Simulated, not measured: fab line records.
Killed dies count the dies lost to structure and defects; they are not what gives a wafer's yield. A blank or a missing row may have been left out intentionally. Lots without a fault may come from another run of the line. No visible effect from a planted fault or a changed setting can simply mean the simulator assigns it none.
The tool behind it: which one?    flow ritCmos    route of 202 steps, sampled at 1 step: 15 lots, 45 wafers

## WHAT THE GAUGES SHOWED, per wafer
No reading from a measuring or inspecting step in the record can be judged against a usual standard deviation.

## EACH LOT AND THE TOOL THAT RAN IT (in order: tool; ch and the chambers of the sampled wafers; start)
lot   RIT_NSD_EXPOSE_03
L833  ilineStepper-02 ch 0, day 2 23:28
L834  ilineStepper-01 ch 0, day 3 03:41
L835  ilineStepper-02 ch 0, day 3 08:17
L837  ilineStepper-01 ch 0, day 3 19:56
L839  ilineStepper-02 ch 0, day 4 04:42
L840  ilineStepper-01, day 4 09:14
L841  ilineStepper-02, day 4 16:05
L842  ilineStepper-02, day 4 20:58
L848  ilineStepper-02 ch 0, day 6 01:31
L849  ilineStepper-01 ch 0, day 6 07:26
L850  ilineStepper-01 ch 0, day 6 12:28
L851  ilineStepper-02 ch 0, day 6 17:45
L852  ilineStepper-02 ch 0, day 6 21:10
L853  ilineStepper-01 ch 0, day 7 02:55
L856  ilineStepper-01 ch 0, day 7 17:08
- RIT_NSD_EXPOSE_03: exposes mask M9, target cd 40700 nm.

## WHAT THE TOOLS THEMSELVES READ (means of the sampled wafers that have a number; where no wafer has one, the mark that the record gives instead)
RIT_NSD_EXPOSE_03. Usual: exposureDoseMJCm2 250.03, standard deviation 0.24; focusOffsetNm 0.0 nm, standard deviation 0.49; reticleTempC 23.01 C, standard deviation 0.1.
lot   tool             exposureDoseMJCm2  focusOffsetNm (nm)  reticleTempC (C)  flag
L833  ilineStepper-02  250.05             0.4                 22.98             
L834  ilineStepper-01  250.44             0.2                 23.04             
L835  ilineStepper-02  249.97             0.1                 23.05             
L837  ilineStepper-01  249.76             0.1                 22.99             
L839  ilineStepper-02  249.81             0.2                 23.11             
L840  ilineStepper-01  -                  -                   -                 OFF
L841  ilineStepper-02  -                  -                   -                 OFF
L842  ilineStepper-02  -                  -                   -                 OFF
L848  ilineStepper-02  250.08             0.0                 23.10             
L849  ilineStepper-01  250.38             -0.1                23.00             
L850  ilineStepper-01  250.19             -0.4                23.07             
L851  ilineStepper-02  250.01             0.2                 22.92             
L852  ilineStepper-02  249.85             -0.7                23.01             
L853  ilineStepper-01  250.31             0.2                 22.96             
L856  ilineStepper-01  249.87             -0.3                22.90             

## THE ANSWER, worked out from the rows above alone
Rule: lot off if the mean of its wafers having a number is beyond 3 standard deviations from the usual mean. Also off: a lot with no number at a reading for which 4 or more lots have one. All remaining lots with rows at the step are treated as sound. First the gauges in route order, then the tools' own readings, where a lot's mean is used as printed above. The first step at which some lot is off is used, and at that step the reading that is off furthest; a lot without a number counts as furthest.
Off, at RIT_NSD_EXPOSE_03 on exposureDoseMJCm2: L840, L841, L842. Without a number there: L840, L841, L842.
If a tool, at that step or one of the process steps before it, ran each lot that is off and ran no sound lot following the first of them, it fits. No candidate that was tried fits.

## WHAT HAD BEEN PUT IN BY THE SIMULATOR
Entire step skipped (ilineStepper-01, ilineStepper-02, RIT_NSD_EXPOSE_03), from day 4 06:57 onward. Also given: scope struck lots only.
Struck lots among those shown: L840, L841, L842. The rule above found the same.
